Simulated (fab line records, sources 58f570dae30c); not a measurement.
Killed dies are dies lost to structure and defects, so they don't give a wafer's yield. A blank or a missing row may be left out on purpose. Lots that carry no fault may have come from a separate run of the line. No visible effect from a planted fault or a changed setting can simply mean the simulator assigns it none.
The tool behind it: which one? / flow berkeley cmos170 / 36 wafers sampled from 12 lots at 1 step of a route of 331

WHAT THE GAUGES SHOWED, per wafer
UCB170_NWELL_THK_MEAS_05. Usual: NWELL_NITRIDE_THK 224.1 nm, standard deviation 2.5.
lot=L402; measured=day 2 09:29; on=film metro-04; NWELL_NITRIDE_THK (nm)=222.3 222.5 222.8; flag=
lot=L403; measured=day 2 17:51; on=film metro-01; NWELL_NITRIDE_THK (nm)=226.4 227.1 226.2; flag=
lot=L404; measured=day 2 17:51; on=film metro-02; NWELL_NITRIDE_THK (nm)=227.2 224.8 225.7; flag=
lot=L405; measured=day 3 03:58; on=film metro-01; NWELL_NITRIDE_THK (nm)=225.4 225.0 226.7; flag=
lot=L407; measured=day 3 18:44; on=film metro-01; NWELL_NITRIDE_THK (nm)=229.3 228.5 227.7; flag=
lot=L406; measured=day 3 18:45; on=film metro-02; NWELL_NITRIDE_THK (nm)=224.7 225.0 224.6; flag=
lot=L409; measured=day 4 07:40; on=film metro-01; NWELL_NITRIDE_THK (nm)=222.0 222.1 220.4; flag=
lot=L408; measured=day 4 07:41; on=film metro-04; NWELL_NITRIDE_THK (nm)=224.1 224.2 223.5; flag=
lot=L417; measured=day 5 11:09; on=film metro-01; NWELL_NITRIDE_THK (nm)=221.9 223.5 224.6; flag=
lot=L421; measured=day 6 05:54; on=film metro-01; NWELL_NITRIDE_THK (nm)=225.7 222.8 222.1; flag=
lot=L423; measured=day 7 00:31; on=film metro-01; NWELL_NITRIDE_THK (nm)=221.4 220.4 219.9; flag=
lot=L425; measured=day 7 07:21; on=film metro-04; NWELL_NITRIDE_THK (nm)=229.4 230.3 230.1; flag=

EACH LOT AND THE TOOL THAT RAN IT (in order: tool; ch and the chambers of the sampled wafers; start)
The record shows no process step preceding these readings.

AS READ BY THE TOOLS THEMSELVES (means over the sampled wafers that have a number; for cases with no such wafer, the mark the record gives instead)
The record holds no such reading with a usual standard deviation.

THE ANSWER, worked out from the rows above alone
Rule: lot off if the mean of its wafers having a number is beyond 3 standard deviations from the usual mean. Also off: a lot with no number at a reading for which 4 or more lots have one. The other lots that the step has rows for count as sound. First the gauges in route order, then the tools' own readings, where a lot's mean is used as printed above. At the first step where some lot is off, the reading lying furthest off is the one used; lots without a number count as furthest.
No lot is off on any of the readings shown, so nothing can be concluded from this.

WHAT THE SIMULATOR HAD PUT IN
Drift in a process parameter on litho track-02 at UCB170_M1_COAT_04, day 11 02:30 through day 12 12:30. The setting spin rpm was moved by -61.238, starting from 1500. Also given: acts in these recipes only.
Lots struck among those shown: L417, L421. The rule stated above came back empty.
